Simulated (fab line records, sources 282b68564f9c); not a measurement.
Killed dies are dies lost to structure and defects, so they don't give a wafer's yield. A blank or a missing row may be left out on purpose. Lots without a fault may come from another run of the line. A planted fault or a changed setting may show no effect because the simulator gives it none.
A struck lot beside a sound one | flow rit_cmos | 34 steps out of a route of 202
Sound: wafers L468.2, L468.3, L468.4. Struck: wafers L482.1, L482.4, L482.6. The cause comes at the end.
At each step with rows: each side's tool, then ch and its chambers, then its first start. Under that, the readings that differ: sound wafers | struck wafers | difference of the means | sigmas: that difference in standard deviations of wafers without a fault.
alike: readings whose means differ by less than 2 such deviations, and words and numbers that are the same on both sides. not compared: withheld readings, readings that some wafer has no value for, bounds like >300 that may hide the same value, and numbers for which the record gives no deviation and whose values overlap.
The two part at a step that has a row with sigmas, a row that says differs or no value, or rows on one side only. Numbers that don't overlap but have no deviation are shown without sigmas and don't part them. A reading that every wafer of one side lacks parts them only if that side has two wafers or more.

first, 2 steps without rows for these wafers: RIT_SPACER_CLEAN_02 (cleans in SC2, time 600 s); RIT_SPACER_CVD_03 (deposits Si3N4 from SiH2Cl2/NH3, target thk 250 nm, time 3300 s).
RIT_SPACER_THK_MEAS_04:
  sound on film_metro-01, day 3 20:30; struck on film_metro-02, day 6 21:13
  alike: SPACER_NITRIDE_THK
RIT_SPACER_ETCHBACK_05: etches Si3N4 in SF6/CHF3, stops on SiO2, target depth 250 nm, time 240 s.
  sound on rie_diel-03 ch 1,2,3, day 3 20:33; struck on rie_diel-02 ch 0,2, day 6 21:17
  alike: drypump_motor_current_A, oes_product_au, throttle_valve_pct
  not compared: rf_hours_counter_h
then, 6 steps without rows for these wafers: RIT_NSD_HMDS_00 (prime time 60 s); RIT_NSD_COAT_01 (resist thk 1000 nm); RIT_NSD_SOFTBAKE_02 (time 60 s); RIT_NSD_EXPOSE_03 (exposes mask M9, target cd 40700 nm); RIT_NSD_PEB_04; RIT_NSD_DEVELOP_05 (develop time 50 s).
RIT_NSD_OVL_MEAS_06:
  sound on overlay-02, day 3 21:34; struck on overlay-01, day 6 22:24
  alike: NSD_OVL
then, 1 step without rows for these wafers: RIT_NSD_HARDBAKE_07 (time 60 s).
RIT_NSD_IMPLANT_08:
  sound on implanter-01 ch 0, day 3 21:46; struck on implanter-03 ch 0, day 6 22:35
  reading                   | sound                | struck               | difference | sigmas
  beam_energy_keV           | 24.990 24.990 24.988 | 23.031 23.029 23.022 | -1.962     | -99 or more
  model.implant.rp_nm (nm)  | 31.22 31.22 31.22    | 31.29 31.29 31.29    | +0.07      |
  model.implant.drp_nm (nm) | 14.84 14.84 14.84    | 14.12 14.12 14.12    | -0.72      |
RIT_NSD_STRIP_09: strips in O2, time 180 s.
  sound on plasma_asher-04 ch 0,1, day 3 21:53; struck on plasma_asher-03 ch 0,1, day 6 22:44
  alike: drypump_motor_current_A
  not compared: rf_hours_counter_h
RIT_NSD_TW_MEAS_10:
  sound on film_metro-03, day 3 22:04; struck on film_metro-03, day 6 22:55
  alike: NSD_TW
then, 6 steps without rows for these wafers: RIT_PSD_HMDS_00 (prime time 60 s); RIT_PSD_COAT_01 (resist thk 1000 nm); RIT_PSD_SOFTBAKE_02 (time 60 s); RIT_PSD_EXPOSE_03 (exposes mask M10, target cd 40900 nm); RIT_PSD_PEB_04; RIT_PSD_DEVELOP_05 (develop time 50 s).
RIT_PSD_OVL_MEAS_06:
  sound on overlay-02, day 3 23:06; struck on overlay-02, day 6 23:49
  alike: PSD_OVL
then, 2 steps without rows for these wafers: RIT_PSD_HARDBAKE_07 (time 60 s); RIT_PSD_IMPLANT_08.
RIT_PSD_STRIP_09: strips in O2, time 180 s.
  sound on plasma_asher-02 ch 0,1, day 3 23:26; struck on plasma_asher-01 ch 0,1, day 7 00:10
  alike: drypump_motor_current_A
  not compared: rf_hours_counter_h
RIT_PSD_TW_MEAS_10:
  sound on film_metro-01, day 3 23:37; struck on film_metro-04, day 7 00:20
  reading | sound          | struck         | difference | sigmas
  PSD_TW  | 3484 3474 3469 | 3341 3339 3333 | -138       | -2
then, 3 steps without rows for these wafers: RIT_SDANNEAL_CLEAN_00 (cleans in SC1, time 600 s); RIT_SDANNEAL_CLEAN_01 (cleans in dHF, time 30 s); RIT_SDANNEAL_CLEAN_02 (cleans in SC2, time 600 s).
RIT_SDANNEAL_RTA_03: time 5 s.
  sound on rtp_anneal-01 ch 0, day 4 00:02; struck on rtp_anneal-01 ch 0, day 7 00:47
  alike: anneal_temp_c_max, wafer_temp_C_max
RIT_SDANNEAL_RS_MEAS_04: measures by four-point-probe.
  sound on film_metro-01, day 4 00:07; struck on film_metro-04, day 7 00:50
  reading         | sound             | struck            | difference | sigmas
  PSD_RS (ohm/sq) | 115.7 115.1 115.5 | 116.1 116.3 116.1 | +0.7       | +2
RIT_SDANNEAL_RS_MEAS_05: measures by four-point-probe.
  sound on film_metro-01, day 4 00:14; struck on film_metro-04, day 7 00:58
  reading         | sound          | struck         | difference | sigmas
  NSD_RS (ohm/sq) | 84.4 84.4 84.4 | 85.6 85.5 85.6 | +1.2       | +4
RIT_SDANNEAL_RS_MEAS_06: measures by four-point-probe.
  sound on film_metro-01, day 4 00:21; struck on film_metro-04, day 7 01:05
  alike: PLDD_RS
RIT_M1_PROBE_99:
  sound on prober-01, day 4 07:22; struck on prober-01, day 7 08:13
  reading                              | sound             | struck            | difference | sigmas
  killed_at_M0_to_M3                   | 0 0 0             | 0 1 0             | +0         | +2
  model.etest.contact_nplus.end_ohm_um | 43.51 43.31 43.07 | 45.76 45.61 45.18 | +2.22      |
  alike: killed_at_contacts, killed_at_front_end, killed_dies, killed_open, killed_short

WHERE THEY PART
First at RIT_NSD_IMPLANT_08; last, within this record, at RIT_M1_PROBE_99.

WHY: what the simulator had put in
Process parameter drift: implanter-03, from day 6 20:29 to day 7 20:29, at RIT_NSD_IMPLANT_08. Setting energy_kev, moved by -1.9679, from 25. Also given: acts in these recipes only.
